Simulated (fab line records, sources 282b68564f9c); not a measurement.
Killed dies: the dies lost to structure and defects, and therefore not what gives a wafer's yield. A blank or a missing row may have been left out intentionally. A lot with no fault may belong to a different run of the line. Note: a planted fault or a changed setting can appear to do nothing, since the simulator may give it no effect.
Which tool is to blame?	flow rit cmos	21 wafers from 7 lots sampled at 2 of the route's 202 steps

## WHAT THE GAUGES SHOWED, per wafer
RIT_PWELL_TW_MEAS_10.
lot	measured	on	PWELL_TW
L820	day 2 09:02	film metro-04	930 932 934
L822	day 2 15:19	film metro-04	926 933 930
L824	day 3 01:00	film metro-04	937 943 939
L826	day 3 09:17	film metro-03	962 960 962
L828	day 3 19:29	film metro-04	934 929 929
L832	day 4 15:42	film metro-04	1158 1166 1165
L838	day 5 21:40	film metro-04	937 934 938

## WHAT TOOL EACH LOT RAN ON (gives the tool, then ch and the chambers of the sampled wafers, and finally the start)
lot	RIT_PWELL_IMPLANT_08
L820	implanter-02 ch 0, day 2 08:43
L822	implanter-04 ch 0, day 2 14:59
L824	implanter-02 ch 0, day 3 00:43
L826	implanter-04 ch 0, day 3 08:58
L828	implanter-02 ch 0, day 3 19:10
L832	implanter-04 ch 0, day 4 15:04
L838	implanter-04 ch 0, day 5 21:20
- RIT_PWELL_IMPLANT_08

## THE ANSWER, worked out from the rows above alone
Rule: the lots themselves supply what counts as usual. Put in order of their means at a reading, lots are off if they are a third of the lots or fewer, leave a main group of 4 or more, and stand apart from it by a gap of 3 or more times the standard deviation of the main group's means; of several such gaps the widest counts. Not used: any main group whose means are identical at the precision the tables above print for the reading. Also off: a lot with no number at a reading for which 4 or more lots have one. The other lots that the step has rows for count as sound.
Off: at RIT_PWELL_TW_MEAS_10 (PWELL_TW), L832. Main group: mean 938, sd 11.
If a tool, at a process step before that reading, ran all the lots that are off and no sound lot after the first of them, it fits. Those tools and the gauges at RIT_PWELL_TW_MEAS_10 are tried in the same way. No candidate that was tried fits.

## WHAT THE SIMULATOR PUT IN
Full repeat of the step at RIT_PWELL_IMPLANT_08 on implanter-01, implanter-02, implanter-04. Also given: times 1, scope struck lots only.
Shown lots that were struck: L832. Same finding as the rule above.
